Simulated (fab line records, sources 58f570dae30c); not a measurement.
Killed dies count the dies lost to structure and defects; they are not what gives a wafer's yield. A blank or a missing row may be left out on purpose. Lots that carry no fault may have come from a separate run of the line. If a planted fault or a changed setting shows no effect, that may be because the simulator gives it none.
One fault through the eyes of 2 desks | flow berkeley_cmos170 | only its own numbers are on each desk; what lay behind them is given at the end

== THE METROLOGY DESK ==
What the gauges read, lot by lot, whatever tool the lot ran on: means of the sampled wafers that have a number. A lot is out of limits, marked OUT, if its mean lies more than 4 standard deviations from the usual mean; the brackets give that distance.
Columns: A = cd_nm at UCB170_GATE_CD_MEAS_90, usual 350.0 nm; B = cd_nm at UCB170_PLDD_CD_MEAS_06, usual 1200.2 nm; C = PLDD_OVL at UCB170_PLDD_OVL_MEAS_07, usual -4 nm
lot  | first seen here | A     | B      | C
L905 | day 6 18:32     | 350.4 | 1199.3 | 8
L907 | day 7 07:26     | 350.7 | 1199.8 | -5
L916 | day 8 21:05     | 349.1 | 1198.5 | -1
L918 | day 9 03:21     | 348.6 | 1200.4 | -8
L920 | day 9 19:38     | 348.5 | 1197.9 | -9
L921 | day 9 19:58     | 351.4 | 1198.6 | -1
This desk found nothing out of limits on any of the 6 lots.

== DESK OF THE TOOL OWNER: implanter-02 ==
The tool's own readings at UCB170_PLDD_IMPLANT_09, given as means over the sampled wafers that have a number, one for each lot that went through this tool. A lot is out of limits, marked OUT, if its mean lies more than 4 standard deviations from the usual mean; the brackets give that distance.
Columns: A = beam_energy_keV at UCB170_PLDD_IMPLANT_09, usual 10.000; B = tilt_deg at UCB170_PLDD_IMPLANT_09, usual 6.998 degrees
lot  | first seen here | A                | B
L907 | day 7 09:17     | 9.999            | 6.983
L916 | day 8 22:32     | 10.146 (+46) OUT | 6.995
L918 | day 9 05:12     | 10.142 (+44) OUT | 6.985
This desk's finding: out of limits on L916, L918; first on L916, day 8 22:32 (beam_energy_keV at UCB170_PLDD_IMPLANT_09). Within limits: L907.

== PUT TOGETHER ==
On L916, L918, at day 8 22:32, an alarm was possible from the tool owner's desk.
From the metrology desk's view, nothing was out of limits.
The metrology desk has L916, L918 on record, within its limits.
On implanter-02, each named lot ran UCB170_PLDD_IMPLANT_09.

== WHAT WAS PUT IN BY THE SIMULATOR ==
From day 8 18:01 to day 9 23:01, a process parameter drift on implanter-02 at UCB170_PLDD_IMPLANT_09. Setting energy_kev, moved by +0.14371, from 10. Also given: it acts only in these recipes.
Struck lots among those shown: L916, L918.
Time in hours from fault onset to the first out-of-limits reading at each desk: the tool owner's desk, 5.
